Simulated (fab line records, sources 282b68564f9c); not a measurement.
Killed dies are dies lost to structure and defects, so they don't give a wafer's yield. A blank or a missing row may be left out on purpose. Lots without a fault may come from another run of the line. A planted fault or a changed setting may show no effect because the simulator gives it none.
fab line records | flow rit_cmos
record lots=13 wafers=39 last_day=7
route steps=202 shown M1@184
lots that met no fault: from a run of the same line without faults
start_h: hours from the record's first day to the start of the lot's first wafer shown | wait_h: hours since the lot's step before | " the same as in the row above | L1.1+2: a row that stands for several wafers | - no value, or no start given | * or withheld: withheld | < > ~ a bound
route shown NAME@n: a module of which the file shows steps, and the number in the route of the first | usual: mean/standard deviation of fault-free wafers | same: alike in all rows | chamber/n: place in a boat | sites: the reading at each site | _std_site: their standard deviation | _edge_site: outer sites' mean less inner sites' | radius_mm: how far each site lies from the wafer's centre | mask NAME#n: copy n | behind: the tool/chamber that last shaped the wafer | hold: why the lot was held/for how many hours/how that ended | device: the transistor (n, p or np) that didn't switch | end of line: the same wafers' tests at the end of the route | a step without rows: its recipe alone | killed: dies lost to structure and defects at the first sort, not the wafer's yield | map: a wafer's dies, x killed, . not, _ none there
set.NAME: the setting as run; set.NAME@STEP: as run at that earlier step | model.NAME: the simulator's own value behind a step, which no gauge read
steps of the route over a sample of lots; a table a step, a row a wafer
services: from which hour (start_h, from the record's first day; less than 0 if before it) a tool's chamber was out of use, for how many hours, and why
## steps
# step RIT_M1_SPUTTER_00
# recipe material=Al target_thk_nm=400 power_w=2000 chamber_pressure_pa=0.4 gas=Ar time_s=500 substrate_temp_c=25
# usual cathode_dc_power_W=2000.0/0.32 substrate_temp_c=25.01/0.11 throttle_valve_pct=30.0/1.1
# columns lot.wafer tool chamber start_h wait_h cathode_dc_power_W substrate_temp_c throttle_valve_pct
L461.4 pvd_sputter-03 - 64.05 0.0 2000.2 24.88 32.0
L461.5 " - " " 2000.1 24.92 32.2
L461.6 " - " " 2000.2 24.80 28.7
L463.1 pvd_sputter-03 - 74.26 0.0 1999.2 25.15 28.8
L463.5 " - " " 2000.9 24.94 28.8
L463.6 " - " " 2000.1 24.97 32.4
L465.2 pvd_sputter-01 - 78.49 0.0 1999.8 25.05 30.8
L465.4 " - " " 2000.2 25.06 29.5
L465.5 " - " " 2000.0 25.13 30.8
L464.2 pvd_sputter-03 - 78.75 0.0 1999.9 24.87 28.8
L464.4 " - " " 1999.6 24.91 32.3
L464.6 " - " " 2000.1 24.91 29.5
L467.1 pvd_sputter-01 - 91.17 0.0 2000.0 25.03 29.6
L467.3 " - " " 1999.7 24.85 29.6
L467.5 " - " " 1999.6 24.97 30.8
L469.1 pvd_sputter-01 - 100.73 0.0 2000.6 24.90 29.5
L469.4 " - " " 2000.0 25.12 30.4
L469.6 " - " " 2000.0 24.80 29.6
L471.1 pvd_sputter-02 - 110.34 0.0 2000.2 25.10 29.4
L471.2 " - " " 2000.1 25.19 31.5
L471.4 " - " " 2000.0 24.96 31.0
L473.1 pvd_sputter-01 - 124.37 0.0 1999.8 24.91 29.4
L473.4 " - " " 2000.0 24.96 30.6
L473.6 " - " " 1999.5 25.03 29.6
L476.1 pvd_sputter-01 - 134.11 0.0 2000.6 24.93 29.6
L476.4 " - " " 2000.3 25.07 29.6
L476.5 " - " " 1999.8 25.09 30.8
L477.1 pvd_sputter-01 - 139.29 0.0 2000.1 25.00 30.6
L477.2 " - " " 2000.0 24.94 29.6
L477.6 " - " " 1959.7 25.17 30.4
L478.2 pvd_sputter-02 - 147.38 0.0 1999.8 25.17 30.9
L478.3 " - " " 2000.2 25.09 30.6
L478.5 " - " " 2000.6 25.24 31.2
L482.1 pvd_sputter-03 - 161.58 0.0 2000.4 24.97 32.4
L482.4 " - " " 1999.5 25.00 29.5
L482.6 " - " " 2000.0 25.12 29.2
L484.2 pvd_sputter-03 - 173.52 0.0 2000.4 25.11 28.9
L484.3 " - " " 2000.0 25.16 29.1
L484.4 " - " " 1999.9 24.89 32.3
# step RIT_M1_PROBE_99
# usual defect_limited_yield=97.5/1.1 killed_at_M0_to_M3=0.0/0.12 killed_at_contacts=0.0/0.22 killed_at_front_end=6.5/2.8 killed_dies=6.5/2.8 killed_open=3.2/1.8 killed_short=3.3/2 sort_bin_3_pad_short=0.1/0.23 sort_bin_5_function=1.5/0.77 sort_bin_6_memory=0.9/0.6 sort_n_pass=257.5/2.8 sort_yield_pct=97.5/1.1
# same gross_dies=264 killed_at_M4_up=0 killed_at_back_side=0 killed_at_other=0
# columns lot.wafer tool chamber start_h wait_h defect_limited_yield[%] killed_at_M0_to_M3 killed_at_contacts killed_at_front_end killed_dies killed_open killed_short sort_bin_3_pad_short[%] sort_bin_5_function[%] sort_bin_6_memory[%] sort_n_pass sort_yield_pct[%]
L461.4 prober-01 - 68.54 0.2 97.3 0 0 7 7 4 2 0.4 1.9 0.4 257.0 97.3
L461.5 prober-01 - 68.59 0.2 98.1 0 0 5 5 4 1 0 1.1 0.8 259.0 98.1
L461.6 prober-01 - 68.64 0.2 98.1 0 0 5 5 3 1 0 0.4 1.5 259.0 98.1
L463.1 prober-01 - 78.41 0.1 97.3 0 0 7 7 5 2 0 1.9 0.8 257.0 97.3
L463.5 prober-01 - 78.61 0.2 98.5 0 0 4 4 2 2 0 1.1 0.4 260.0 98.5
L463.6 prober-01 - 78.66 0.2 97.0 0 0 8 8 4 4 0 2.7 0.4 256.0 97.0
L465.2 prober-02 - 83.11 0.1 98.9 0 0 3 3 1 2 0 1.1 0 261.0 98.9
L465.4 prober-02 - 83.21 0.2 96.6 0 0 9 9 4 5 0 1.9 1.5 255.0 96.6
L465.5 prober-02 - 83.26 0.2 97.3 0 0 7 7 4 3 0.4 0.8 1.5 257.0 97.3
L464.2 prober-01 - 84.61 0.1 97.7 0 0 6 6 2 4 0 1.1 1.1 258.0 97.7
L464.4 prober-01 - 84.71 0.2 98.5 0 0 4 4 4 0 0 0.8 0.8 260.0 98.5
L464.6 prober-01 - 84.81 0.2 97.0 0 0 8 8 5 3 0 1.9 1.1 256.0 97.0
L467.1 prober-01 - 95.31 0.1 99.2 0 0 2 2 2 0 0 0.8 0 262.0 99.2
L467.3 prober-01 - 95.41 0.2 98.1 0 0 5 5 3 2 0 1.1 0.8 259.0 98.1
L467.5 prober-01 - 95.51 0.2 98.5 0 0 4 4 3 1 0 0.8 0.8 260.0 98.5
L469.1 prober-01 - 104.75 0.1 97.0 0 0 8 8 6 2 0 1.1 1.9 256.0 97.0
L469.4 prober-01 - 104.90 0.2 96.2 0 0 10 10 6 4 0 1.5 2.3 254.0 96.2
L469.6 prober-01 - 105.00 0.2 98.1 0 0 5 5 3 2 0 0.8 1.1 259.0 98.1
L471.1 prober-01 - 114.35 0.1 98.9 0 0 3 3 3 0 0 1.1 0 261.0 98.9
L471.2 prober-01 - 114.40 0.1 97.7 0 0 6 6 4 2 0 1.5 0.8 258.0 97.7
L471.4 prober-01 - 114.50 0.2 97.0 0 1 7 8 4 4 0.4 1.9 0.8 256.0 97.0
L473.1 prober-01 - 128.39 0.1 99.2 0 0 2 2 1 1 0 0.8 0 262.0 99.2
L473.4 prober-01 - 128.54 0.2 98.1 0 0 5 5 2 3 0 1.1 0.8 259.0 98.1
L473.6 prober-01 - 128.64 0.2 98.1 0 0 5 5 2 3 0 0.8 1.1 259.0 98.1
L476.1 prober-01 - 138.13 0.1 98.1 0 0 5 5 4 1 0 0.8 1.1 259.0 98.1
L476.4 prober-01 - 138.28 0.2 97.7 0 0 6 6 2 4 0 1.5 0.8 258.0 97.7
L476.5 prober-01 - 138.33 0.2 97.7 0 0 6 6 4 2 0 1.5 0.8 258.0 97.7
L477.1 prober-01 - 143.60 0.1 97.7 0 0 6 6 5 1 0 1.5 0.8 258.0 97.7
L477.2 prober-01 - 143.65 0.1 97.7 0 0 6 6 2 4 0 1.9 0.4 258.0 97.7
L477.6 prober-01 - 143.85 0.2 97.3 0 0 7 7 4 3 0 2.3 0.4 257.0 97.3
L478.2 prober-02 - 151.64 0.1 97.0 0 0 8 8 4 4 0 2.7 0.4 256.0 97.0
L478.3 prober-02 - 151.69 0.2 97.7 0 0 6 6 5 1 0 1.5 0.8 258.0 97.7
L478.5 prober-02 - 151.79 0.2 97.3 0 0 7 7 3 4 0 2.3 0.4 257.0 97.3
L482.1 prober-02 - 165.61 0.1 97.3 0 0 7 7 4 3 0 1.1 1.5 257.0 97.3
L482.4 prober-02 - 165.76 0.2 97.7 0 0 6 6 2 4 0.4 0.8 1.1 258.0 97.7
L482.6 prober-02 - 165.86 0.2 98.1 1 0 4 5 2 3 0.4 1.5 0 259.0 98.1
L484.2 prober-02 - 177.58 0.1 96.6 0 0 9 9 4 5 0.4 2.3 0.8 255.0 96.6
L484.3 prober-02 - 177.63 0.2 100.0 0 0 0 0 0 0 0 0 0 264.0 100.0
L484.4 prober-02 - 177.68 0.2 97.0 0 0 8 8 2 6 0 1.1 1.9 256.0 97.0
# killed by level:class
L461.4 FOX1:geometric_particle:open=1 FOX2:geometric_particle:open=1 GATE:geometric_particle:open=1 REOX:geometric_particle:short=1 SPACER:geometric_particle:open=1 SPACER:geometric_particle:short=1 PLDD:coat_microbubble_printed=1
L461.5 GATE:geometric_particle:open=2 FOX2:geometric_particle:open=1 REOX:geometric_particle:open=1 SILICIDE:geometric_particle:short=1
L461.6 FOX2:geometric_particle:open=1 GATE:geometric_particle:short=1 GATE:geometric_particle:open=1 SPACER:geometric_particle:open=1 PLDD:coat_microbubble_printed=1
L463.1 GATE:geometric_particle:open=3 FOX1:geometric_particle:short=1 REOX:geometric_particle:short=1 SPACER:geometric_particle:open=1 SILICIDE:geometric_particle:open=1
L463.5 FOX1:geometric_particle:short=2 GATE:geometric_particle:open=1 SILICIDE:geometric_particle:open=1
L463.6 GATE:geometric_particle:short=2 ACTIVE:geometric_particle:open=1 FOX1:geometric_particle:open=1 GATE:geometric_particle:open=1 REOX:geometric_particle:short=1 SILICIDE:geometric_particle:short=1 SILICIDE:geometric_particle:open=1
L465.2 FOX2:geometric_particle:short=1 GATE:geometric_particle:short=1 GATE:geometric_particle:open=1
L465.4 FOX1:geometric_particle:open=2 REOX:geometric_particle:short=2 FOX2:geometric_particle:short=1 GATE:geometric_particle:short=1 GATE:geometric_particle:open=1 SILICIDE:geometric_particle:short=1 SILICIDE:geometric_particle:open=1
L465.5 GATE:geometric_particle:open=3 GATE:geometric_particle:short=2 FOX2:geometric_particle:short=1 SPACER:geometric_particle:open=1
L464.2 FOX2:geometric_particle:open=2 REOX:geometric_particle:short=2 GATE:geometric_particle:short=1 SILICIDE:geometric_particle:short=1
L464.4 REOX:geometric_particle:open=2 SPACER:geometric_particle:open=2
L464.6 SPACER:geometric_particle:open=2 FOX1:geometric_particle:short=1 FOX2:geometric_particle:open=1 GATE:geometric_particle:open=1 GATE:geometric_particle:short=1 SILICIDE:geometric_particle:open=1 SILICIDE:geometric_particle:short=1
L467.1 GATE:geometric_particle:open=2
L467.3 FOX1:geometric_particle:open=2 FOX1:geometric_particle:short=1 FOX2:geometric_particle:open=1 REOX:geometric_particle:short=1
L467.5 GATE:geometric_particle:open=2 FOX2:geometric_particle:short=1 SILICIDE:geometric_particle:open=1
L469.1 GATE:geometric_particle:open=3 FOX1:geometric_particle:open=1 FOX2:geometric_particle:open=1 REOX:geometric_particle:short=1 REOX:geometric_particle:open=1 SPACER:geometric_particle:short=1
L469.4 FOX1:geometric_particle:short=2 GATE:geometric_particle:open=2 SILICIDE:geometric_particle:open=2 FOX1:geometric_particle:open=1 REOX:geometric_particle:short=1 SPACER:geometric_particle:short=1 SPACER:geometric_particle:open=1
L469.6 GATE:geometric_particle:short=2 FOX1:geometric_particle:open=1 GATE:geometric_particle:open=1 REOX:geometric_particle:open=1
L471.1 FOX1:geometric_particle:open=1 GATE:geometric_particle:open=1 REOX:geometric_particle:open=1
L471.2 SPACER:geometric_particle:open=2 GATE:geometric_particle:short=1 GATE:geometric_particle:open=1 REOX:geometric_particle:short=1 REOX:geometric_particle:open=1
L471.4 REOX:geometric_particle:open=2 FOX1:geometric_particle:open=1 FOX1:geometric_particle:short=1 GATE:geometric_particle:open=1 REOX:geometric_particle:short=1 SPACER:geometric_particle:short=1 CONTACT:geometric_particle:short=1
L473.1 GATE:geometric_particle:open=1 GATE:geometric_particle:short=1
L473.4 FOX1:geometric_particle:short=2 FOX1:geometric_particle:open=1 GATE:geometric_particle:open=1 REOX:geometric_particle:short=1
L473.6 GATE:geometric_particle:short=1 GATE:geometric_particle:open=1 REOX:geometric_particle:short=1 REOX:geometric_particle:open=1 SILICIDE:geometric_particle:short=1
L476.1 GATE:geometric_particle:open=2 FOX1:geometric_particle:open=1 REOX:geometric_particle:open=1 SILICIDE:geometric_particle:short=1
L476.4 REOX:geometric_particle:short=2 FOX1:geometric_particle:open=1 REOX:geometric_particle:open=1 SPACER:geometric_particle:short=1 SILICIDE:geometric_particle:short=1
L476.5 GATE:geometric_particle:open=2 GATE:geometric_particle:short=2 FOX2:geometric_particle:open=1 SPACER:geometric_particle:open=1
L477.1 GATE:geometric_particle:open=4 GATE:geometric_particle:short=1 SILICIDE:geometric_particle:open=1
L477.2 GATE:geometric_particle:short=4 GATE:geometric_particle:open=1 REOX:geometric_particle:open=1
L477.6 GATE:geometric_particle:open=3 GATE:geometric_particle:short=2 FOX1:geometric_particle:short=1 SILICIDE:geometric_particle:open=1
L478.2 GATE:geometric_particle:open=4 GATE:geometric_particle:short=2 SPACER:geometric_particle:short=1 SILICIDE:geometric_particle:short=1
L478.3 GATE:geometric_particle:open=3 REOX:geometric_particle:open=2 REOX:geometric_particle:short=1
L478.5 REOX:geometric_particle:short=3 GATE:geometric_particle:open=2 FOX1:geometric_particle:short=1 FOX2:geometric_particle:open=1
L482.1 GATE:geometric_particle:short=2 FOX1:geometric_particle:open=1 GATE:geometric_particle:open=1 REOX:geometric_particle:open=1 SPACER:geometric_particle:short=1 SILICIDE:geometric_particle:open=1
L482.4 SILICIDE:geometric_particle:short=2 FOX1:geometric_particle:short=1 FOX1:geometric_particle:open=1 GATE:geometric_particle:short=1 GATE:geometric_particle:open=1
L482.6 GATE:geometric_particle:short=1 GATE:geometric_particle:open=1 SPACER:geometric_particle:open=1 SPACER:geometric_particle:short=1 M1:geometric_particle:short=1
L484.2 GATE:geometric_particle:short=4 SILICIDE:geometric_particle:open=2 GATE:geometric_particle:open=1 REOX:geometric_particle:open=1 SPACER:geometric_particle:short=1
L484.4 GATE:geometric_particle:short=2 REOX:geometric_particle:short=2 FOX2:geometric_particle:short=1 FOX2:geometric_particle:open=1 REOX:geometric_particle:open=1 SPACER:geometric_particle:short=1
## services
# columns tool chamber start_h hours kind
pvd_sputter-01 - 85.76 4.7 repair
pvd_sputter-02 - 97.25 4.3 repair
pvd_sputter-01 - 129.02 2.0 repair
pvd_sputter-02 - 162.20 8.2 repair
## key
first_sign step=RIT_M1_SPUTTER_00 reading=cathode_dc_power_W direction=down sigmas=99+ usual=2000.0 struck=1959.7
effect none on later readings
met_at RIT_M1_SPUTTER_00
struck_lots L477
struck_wafers L477.6
onset_between 100.73 139.29
fault kind=process_parameter_drift tool=pvd_sputter-01 chamber=- onset_h=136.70 steps=RIT_M1_SPUTTER_00 channel=power_w offset=-40.626 shape=step stated=2000 scope=struck_wafers_only
